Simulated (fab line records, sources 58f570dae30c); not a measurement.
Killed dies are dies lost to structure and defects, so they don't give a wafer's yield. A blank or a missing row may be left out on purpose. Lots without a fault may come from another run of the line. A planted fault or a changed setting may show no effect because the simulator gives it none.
Which tool did it? | flow berkeley_cmos170 | 14 lots, 42 wafers sampled, at 3 steps of a route of 331

WHAT THE GAUGES READ, wafer by wafer
UCB170_M3_THK_MEAS_03: measures by xrf. Usual: M3_AL_THK 897 nm, standard deviation 10.
lot  | measured     | on            | M3_AL_THK (nm) | flag
L157 | day 10 01:44 | film_metro-01 | 896 913 906    |
L158 | day 10 02:43 | film_metro-02 | 896 900 906    |
L156 | day 10 06:05 | film_metro-03 | 894 895 900    |
L160 | day 10 16:59 | film_metro-03 | 898 889 898    |
L161 | day 10 20:25 | film_metro-02 | 893 887 892    |
L162 | day 10 22:02 | film_metro-02 | 884 884 882    |
L163 | day 10 20:44 | film_metro-01 | 909 900 910    |
L168 | day 11 19:17 | film_metro-03 | 888 884 890    |
L167 | day 11 20:54 | film_metro-02 | 882 889 887    |
L169 | day 11 22:31 | film_metro-02 | 897 906 893    |
L174 | day 12 22:51 | film_metro-03 | 887 879 877    |
L173 | day 13 00:47 | film_metro-02 | 900 898 893    |
L176 | day 13 06:34 | film_metro-03 | 911 903 914    |
L175 | day 13 07:42 | film_metro-03 | 890 899 882    |

WHICH TOOL RAN EACH LOT (tool, then ch and the chambers of the sampled wafers, then the start)
lot  | UCB170_V1_CVD_00                | UCB170_V2_CVD_00
L157 | pecvd-03 ch 0,1, day 9 13:49    | pecvd-02 ch 0,1,2, day 9 22:14
L158 | pecvd-04 ch 0,2, day 9 17:34    | pecvd-03 ch 0,1,2, day 9 23:38
L156 | pecvd-03 ch 0,1, day 9 18:54    | pecvd-02 ch 0,1,2, day 10 00:58
L160 | pecvd-04 ch 0,2, day 10 06:40   | pecvd-02 ch 0,1, day 10 13:48
L161 | pecvd-01 ch 1,2, day 10 08:01   | pecvd-03 ch 0,1, day 10 17:48
L162 | pecvd-03 ch 0,1, day 10 08:05   | pecvd-03 ch 0,1, day 10 18:49
L163 | pecvd-01 ch 1,2, day 10 09:20   | pecvd-01 ch 1,2, day 10 17:56
L168 | pecvd-04 ch 0,2, day 11 11:02   | pecvd-03 ch 0,1,2, day 11 16:09
L167 | pecvd-01 ch 0,1, day 11 12:47   | pecvd-02 ch 0,1, day 11 17:45
L169 | pecvd-03 ch 0,1, day 11 14:08   | pecvd-01 ch 0,1,2, day 11 19:31
L174 | pecvd-03 ch 0,2, day 12 15:02   | pecvd-02 ch 0,2, day 12 20:17
L173 | pecvd-03 ch 1,2, day 12 16:22   | pecvd-03 ch 0,2, day 12 21:52
L176 | pecvd-04 ch 0,1, day 12 22:23   | pecvd-02 ch 0,1, day 13 03:32
L175 | pecvd-01 ch 0,1,2, day 12 23:48 | pecvd-01 ch 0,1,2, day 13 04:56
- UCB170_V1_CVD_00: deposits SiO2 from TEOS/O2, target thk 2000 nm, time 250 s.
- UCB170_V2_CVD_00: deposits SiO2 from TEOS/O2, target thk 2000 nm, time 250 s.

WHAT THE TOOLS THEMSELVES READ (means of the sampled wafers that have a number; where no wafer has one, the mark that the record gives instead)
UCB170_V1_CVD_00. Usual: heater_power_w 239 W, standard deviation 65; pressure_mtorr 9000 mTorr, standard deviation 18.
lot  | tool     | heater_power_w (W) | pressure_mtorr (mTorr) | flag
L157 | pecvd-03 | 187                | 9012                   |
L158 | pecvd-04 | 286                | 9014                   |
L156 | pecvd-03 | 168                | 8995                   |
L160 | pecvd-04 | 303                | 8988                   |
L161 | pecvd-01 | 228                | 9003                   |
L162 | pecvd-03 | 165                | 9015                   |
L163 | pecvd-01 | 197                | 8983                   |
L168 | pecvd-04 | 298                | 9022                   |
L167 | pecvd-01 | 185                | 8995                   |
L169 | pecvd-03 | 149                | 8987                   |
L174 | pecvd-03 | 172                | 9005                   |
L173 | pecvd-03 | 204                | 9004                   |
L176 | pecvd-04 | 256                | 8995                   |
L175 | pecvd-01 | 225                | 9001                   |

UCB170_V2_CVD_00. Usual: heater_power_w 228 W, standard deviation 61; pressure_mtorr 8996 mTorr, standard deviation 20.
lot  | tool     | heater_power_w (W) | pressure_mtorr (mTorr) | flag
L157 | pecvd-02 | 280                | 8991                   |
L158 | pecvd-03 | 193                | 8996                   |
L156 | pecvd-02 | 252                | 9008                   |
L160 | pecvd-02 | 299                | 9000                   |
L161 | pecvd-03 | 158                | 8998                   |
L162 | pecvd-03 | 170                | 8991                   |
L163 | pecvd-01 | 181                | 8997                   |
L168 | pecvd-03 | 208                | 8997                   |
L167 | pecvd-02 | 251                | 9009                   |
L169 | pecvd-01 | 191                | 8997                   |
L174 | pecvd-02 | 250                | 9009                   |
L173 | pecvd-03 | 204                | 8996                   |
L176 | pecvd-02 | 293                | 8984                   |
L175 | pecvd-01 | 194                | 9017                   |

THE ANSWER, worked out from the rows above alone
Rule: a lot is off if the mean of its wafers that have a number lies more than 3 standard deviations from the usual mean. A lot without any number at a reading at which 4 lots or more have one is off too. The other lots that the step has rows for count as sound. The gauges are gone through in route order, then the tools' own readings, and for those a lot's mean is taken as printed above. The first step at which some lot is off is used, and at that step the reading that is off furthest; a lot without a number counts as furthest.
No lot is off at any reading shown: from this, nothing can be told.

WHAT THE SIMULATOR HAD PUT IN
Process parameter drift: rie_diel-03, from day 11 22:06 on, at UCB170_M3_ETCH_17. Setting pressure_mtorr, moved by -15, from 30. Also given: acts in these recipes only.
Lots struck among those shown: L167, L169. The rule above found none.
